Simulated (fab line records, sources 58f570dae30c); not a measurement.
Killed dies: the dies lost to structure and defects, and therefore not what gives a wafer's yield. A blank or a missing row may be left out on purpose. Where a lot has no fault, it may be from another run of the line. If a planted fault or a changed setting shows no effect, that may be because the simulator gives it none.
Chamber matching || flow berkeley cmos170 || UCB170_V2_CMP_02 on cmp-01 has 4 sister chambers
The step polishes SiO2. 7 wafers are shown with their chamber, then 7 later ones without.

== WAFERS, EACH WITH ITS CHAMBER ==
{"wafer": "L881.5", "chamber": 2, "motor current A (A)": 17.4, "slurry flow ml min": 150.2}
{"wafer": "L881.6", "chamber": 3, "motor current A (A)": 17.3, "slurry flow ml min": 149.7}
{"wafer": "L882.2", "chamber": 0, "motor current A (A)": 15.4, "slurry flow ml min": 149.9}
{"wafer": "L882.5", "chamber": 2, "motor current A (A)": 17.7, "slurry flow ml min": 149.5}
{"wafer": "L882.6", "chamber": 3, "motor current A (A)": 16.9, "slurry flow ml min": 149.9}
{"wafer": "L883.1", "chamber": 1, "motor current A (A)": 14.4, "slurry flow ml min": 149.4}
{"wafer": "L883.2", "chamber": 0, "motor current A (A)": 15.9, "slurry flow ml min": 150.4}

== WAFERS WHOSE CHAMBER IS MISSING ==
{"wafer": "L883.5", "motor current A (A)": 14.9, "slurry flow ml min": 149.4}
{"wafer": "L889.2", "motor current A (A)": 14.8, "slurry flow ml min": 149.2}
{"wafer": "L889.4", "motor current A (A)": 18.2, "slurry flow ml min": 150.5}
{"wafer": "L889.6", "motor current A (A)": 15.5, "slurry flow ml min": 150.4}
{"wafer": "L888.2", "motor current A (A)": 15.1, "slurry flow ml min": 150.1}
{"wafer": "L888.3", "motor current A (A)": 17.0, "slurry flow ml min": 149.5}
{"wafer": "L888.6", "motor current A (A)": 16.2, "slurry flow ml min": 150.0}

== EACH ONE'S CHAMBER ==
{"wafer": "L883.5", "from the rows above": "can't be placed: 1 or 0", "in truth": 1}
{"wafer": "L889.2", "from the rows above": 1, "in truth": 1}
{"wafer": "L889.4", "from the rows above": "can't be placed: 2 or 3", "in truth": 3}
{"wafer": "L889.6", "from the rows above": 0, "in truth": 0}
{"wafer": "L888.2", "from the rows above": "can't be placed: 0 or 1", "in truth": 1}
{"wafer": "L888.3", "from the rows above": "can't be placed: 3 or 2", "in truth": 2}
{"wafer": "L888.6", "from the rows above": "can't be placed: 0 or 3", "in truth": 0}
Placed correctly: 2 of 7. Unplaceable from these rows: 5, with the true chamber sitting among the candidates in 5. Placed wrongly: 0.
How it was worked out, from the rows above alone: a wafer's distance from a chamber is the root of the sum, over the readings, of the square of ((its reading less the chamber's mean) divided by the reading's scatter). The wafer belongs to the nearest chamber; if the next one is less than 2 further off, it can't be placed. For every chamber, the mean is computed from those of its wafers that are shown. The scatter: take each reading less its chamber's mean, square it, sum over the shown wafers, divide by the number of wafers less the number of chambers, and take the root.
